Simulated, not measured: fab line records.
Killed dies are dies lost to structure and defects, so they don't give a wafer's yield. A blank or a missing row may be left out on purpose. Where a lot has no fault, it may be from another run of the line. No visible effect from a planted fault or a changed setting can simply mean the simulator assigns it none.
Problem report, 8D (eight disciplines) form, completed by code || flow rit cmos || the parts of the form that need people (team, actions taken, sign-off) are left out

1. THE PROBLEM
o2 flow sccm at RIT_PLDD_STRIP_09 reads a mean of 2001 sccm on 6 wafers of 2 lots; wafers without a fault read 3997 sccm with a standard deviation of 11. That is -99 or more standard deviations from the usual mean.
The step: strips in O2, time 180 s.
Seen first at day 4 07:57 on plasma asher-01, wafer L753.1. Wafers with a number at this step in the record: 42, from 14 lots. The rule behind "out" and "out of limits": a value lying over 4 standard deviations away from the usual mean. All remaining wafers that have a number are taken as sound.

2. WHAT IT IS, WHAT IT ISN'T
{"question": "which readings at this step", "is": "o2 flow sccm", "is not": "drypump motor current A"}
{"question": "which lots", "is": "L753, L760", "is not": "L746, L747, L748, L749, L750, L751, L752, L759, L762, L763, L766, L767"}
{"question": "which wafers of those lots", "is": "all that have a number", "is not": "-"}
{"question": "read on which tools", "is": "plasma asher-01", "is not": "plasma asher-03, plasma asher-04"}
{"question": "when", "is": "from day 4 07:57", "is not": "up to then (21 sound wafers); but 15 sound wafers of L759, L762, L763, L766, L767 came after"}

3. THE SUSPECTS, EACH WITH WHAT RULES IT OUT
Counting: a tool at a process step up to the reading stays a suspect if it ran every lot that is out and no sound lot after the first of them.
- plasma asher-01 at RIT_PLDD_STRIP_09 (strips in O2, time 180 s): kept. It ran every lot that is out, first L753 (day 4 07:57), and no sound lot after that; its last sound lot up to then is L752 (day 4 05:31). On those wafers its own readings are out: o2 flow sccm.
Left after counting: plasma asher-01 at RIT_PLDD_STRIP_09.

4. THE CAUSE (what the simulator had put in)
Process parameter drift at RIT_PLDD_STRIP_09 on plasma asher-01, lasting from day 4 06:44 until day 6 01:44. Setting o2 flow sccm, moved by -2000, from 4000. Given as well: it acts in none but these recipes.
Counting left only this tool.

5. THE EFFECT CHAIN, in route order
Each row: a reading where the mean over the struck wafers with a number is more than 3 standard deviations away from the usual. Only readings whose record carries a usual standard deviation are examined. hours: median over the lots of the time between each lot's start at the first step of this table that gives one and its start at this step. sigmas: the change, counted in usual standard deviations.
{"hours": 0, "step": "RIT_PLDD_STRIP_09", "reading": "o2 flow sccm", "usual": "3997 sccm", "on struck wafers": 2001, "change": -1996, "sigmas": "-99 or more"}
The process steps in it:
- RIT_PLDD_STRIP_09: strips in O2, time 180 s.

6. WHAT WOULD HAVE CAUGHT IT SOONER
In this record the first reading out of limits was taken at day 4 07:57, 1 hour after the fault began at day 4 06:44.
